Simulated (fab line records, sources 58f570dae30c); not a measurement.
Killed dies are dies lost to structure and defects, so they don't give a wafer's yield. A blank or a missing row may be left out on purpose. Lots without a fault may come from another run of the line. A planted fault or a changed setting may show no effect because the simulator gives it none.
Which tool did it? | flow berkeley_cmos170 | 7 lots, 21 wafers sampled, at 1 step of a route of 331

WHAT THE GAUGES READ, wafer by wafer
UCB170_V1_BOW_MEAS_03.
lot  | measured     | on            | V1_BOW (um)
L681 | day 8 22:41  | film_metro-02 | 12 8 26
L685 | day 10 08:29 | film_metro-04 | 25 9 25
L686 | day 10 10:05 | film_metro-02 | 12 25 21
L691 | day 10 18:49 | film_metro-03 | 27 30 18
L698 | day 12 16:15 | film_metro-04 | 20 1 8
L699 | day 12 23:32 | film_metro-02 | 29 27 16
L703 | day 13 17:21 | film_metro-02 | 20 17 14

WHICH TOOL RAN EACH LOT (tool, then ch and the chambers of the sampled wafers, then the start)
The record holds no process step before these readings.

THE ANSWER, worked out from the rows above alone
Rule: what is usual is taken from the lots themselves. Put in order of their means at a reading, lots are off if they are a third of the lots or fewer, leave a main group of 4 or more, and stand apart from it by a gap of 3 or more times the standard deviation of the main group's means; of several such gaps the widest counts. A main group whose means are all the same, to the digits that the tables above print for the reading, isn't used. A lot without any number at a reading at which 4 lots or more have one is off too. The other lots that the step has rows for count as sound.
No lot is off at any reading shown: from this, nothing can be told.

WHAT THE SIMULATOR HAD PUT IN
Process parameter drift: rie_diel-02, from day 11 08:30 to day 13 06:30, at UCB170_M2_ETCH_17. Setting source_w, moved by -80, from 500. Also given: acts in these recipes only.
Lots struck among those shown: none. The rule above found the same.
